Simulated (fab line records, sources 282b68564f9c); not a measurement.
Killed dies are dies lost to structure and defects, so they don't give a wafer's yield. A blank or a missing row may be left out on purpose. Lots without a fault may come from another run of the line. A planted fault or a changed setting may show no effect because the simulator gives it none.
A struck lot beside a sound one | flow rit_cmos | 27 steps out of a route of 202
Sound: wafers L115.2, L115.4, L115.6. Struck: wafers L128.1, L128.3, L128.4. The cause comes at the end.
At each step with rows: each side's tool, then ch and its chambers, then its first start. Under that, the readings that differ: sound wafers | struck wafers | difference of the means | sigmas: that difference in standard deviations of wafers without a fault.
alike: readings whose means differ by less than 2 such deviations, and words and numbers that are the same on both sides. not compared: withheld readings, readings that some wafer has no value for, bounds like >300 that may hide the same value, and numbers for which the record gives no deviation and whose values overlap.
The two part at a step that has a row with sigmas, a row that says differs or no value, or rows on one side only. Numbers that don't overlap but have no deviation are shown without sigmas and don't part them. A reading that every wafer of one side lacks parts them only if that side has two wafers or more.

RIT_CONTACT_SOFTBAKE_04: time 62.18 s.
  sound on litho_track-03 ch 0, day 3 05:57; struck on litho_track-02 ch 0, day 5 21:51
  alike: chill_plate_temp_C, plate_sensor_t_centre_C, plate_sensor_t_edge_C, softbake_temp_c
then, 3 steps without rows for these wafers: RIT_CONTACT_EXPOSE_05 (exposes mask M11, target cd 1000 nm); RIT_CONTACT_PEB_06; RIT_CONTACT_DEVELOP_07 (develop time 120 s).
RIT_CONTACT_CD_MEAS_08: target cd 1000 nm.
  sound on cd_sem-02, day 3 06:37; struck on cd_sem-02, day 5 22:31
  alike: cd_nm
RIT_CONTACT_OVL_MEAS_09:
  sound on overlay-02, day 3 06:43; struck on overlay-01, day 5 22:38
  alike: CONTACT_OVL
then, 1 step without rows for these wafers: RIT_CONTACT_HARDBAKE_10 (time 60 s).
RIT_CONTACT_ETCH_11: etches SiO2 in CHF3/CF4/Ar, stops on TiSi2, target depth 480 nm, time 320 s.
  sound on rie_diel-01 ch 0,1, day 3 06:54; struck on rie_diel-01 ch 1,2,3, day 5 22:49
  alike: drypump_motor_current_A, mfc_ar_sccm, oes_product_au, throttle_valve_pct
  not compared: rf_hours_counter_h
RIT_CONTACT_STRIP_12: strips in O2, time 180 s.
  sound on plasma_asher-04 ch 1, day 3 07:05; struck on plasma_asher-04 ch 0,1, day 5 23:01
  alike: drypump_motor_current_A, rf_refl_power_W
  not compared: rf_hours_counter_h
RIT_CONTACT_CD_MEAS_90: target cd 1000 nm.
  sound on cd_sem-01, day 3 07:17; struck on cd_sem-01, day 5 23:11
  alike: cd_nm
then, 2 steps without rows for these wafers: RIT_CONTACT_CLEAN_13 (cleans in SC1, time 600 s); RIT_CONTACT_CLEAN_14 (cleans in SC2, time 600 s).
RIT_M1_SPUTTER_00: material Al, target thk 400 nm, time 500 s.
  sound on pvd_sputter-03, day 3 07:44; struck on pvd_sputter-04, day 6 00:07
  alike: throttle_valve_pct
RIT_M1_RS_MEAS_01: measures by four-point-probe.
  sound on film_metro-02, day 3 08:03; struck on film_metro-03, day 6 00:25
  reading           | sound                | struck               | difference | sigmas
  M1_AL_RS (ohm/sq) | 0.0726 0.0728 0.0722 | 0.0361 0.0366 0.0359 | -0.0363    | -39
RIT_M1_THK_MEAS_02: measures by xrf.
  sound on film_metro-02, day 3 08:10; struck on film_metro-03, day 6 00:32
  reading        | sound       | struck      | difference | sigmas
  M1_AL_THK (nm) | 401 399 402 | 808 796 807 | +403       | +75
then, 6 steps without rows for these wafers: RIT_M1_HMDS_03 (prime time 60 s); RIT_M1_COAT_04 (resist thk 1300 nm); RIT_M1_SOFTBAKE_05 (time 60 s); RIT_M1_EXPOSE_06 (exposes mask M12, target cd 2600 nm); RIT_M1_PEB_07; RIT_M1_DEVELOP_08 (develop time 68 s).
RIT_M1_CD_MEAS_09: target cd 2600 nm.
  sound on cd_sem-02, day 3 09:14; struck on cd_sem-02, day 6 02:08
  alike: cd_nm
RIT_M1_OVL_MEAS_10:
  sound on overlay-01, day 3 09:20; struck on overlay-01, day 6 02:16
  alike: M1_OVL
then, 1 step without rows for these wafers: RIT_M1_HARDBAKE_11 (time 120 s).
RIT_M1_METAL_ETCH_12: etches Al in Cl2/BCl3, stops on SiO2, time 165 s, target depth 600 nm.
  sound on rie_metal-03 ch 0,1, day 3 09:37; struck on rie_metal-01 ch 0,1, day 6 02:33
  reading                        | sound             | struck            | difference | sigmas
  drypump_motor_current_A (A)    | 5.44 5.44 5.71    | 6.23 6.24 5.93    | +0.60      | +2
  oes_product_au (a.u.)          | 0.783 0.785 0.764 | 0.997 1.008 1.018 | +0.230     | +23
  model.etch.depth_nm (nm)       | 403.3 402 406.3   | 586.9 590.5 591   | +185.6     |
  model.M1.feature_depth_nm (nm) | 435.8 434.2 439.3 | 586.9 590.5 591   | +153.0     |
  alike: mfc_cl2_sccm, throttle_valve_pct
  not compared: rf_hours_counter_h
then, 1 step without rows for these wafers: RIT_M1_STRIP_13 (strips in nmp, time 600 s).
RIT_M1_PROBE_99:
  sound on prober-01, day 3 11:55; struck on prober-02, day 6 04:48
  reading                  | sound             | struck         | difference | sigmas
  defect_limited_yield (%) | 98.5 97.7 97.3    | 0 0 0          | -98        | -89
  killed_at_M0_to_M3       | 0 0 0             | 256 257 255    | +256       |
  killed_dies              | 4 6 7             | 264 264 264    | +258       | +89
  killed_on_rim            | 1 1 0             | 70 70 70       | +69        | +50
  sort_bin_5_function (%)  | 1.5 1.1 1.1       | 98.5 98.9 98.5 | +97.4      | +99 or more
  sort_n_pass              | 260.0 258.0 257.0 | 0 0 0          | -258       | -89
  sort_yield_pct (%)       | 98.5 97.7 97.3    | 0 0 0          | -98        | -89
  alike: killed_at_front_end, killed_open, killed_short, sort_bin_3_pad_short, sort_bin_6_memory

WHERE THEY PART
First at RIT_M1_RS_MEAS_01; last, within this record, at RIT_M1_PROBE_99.

WHY: what the simulator had put in
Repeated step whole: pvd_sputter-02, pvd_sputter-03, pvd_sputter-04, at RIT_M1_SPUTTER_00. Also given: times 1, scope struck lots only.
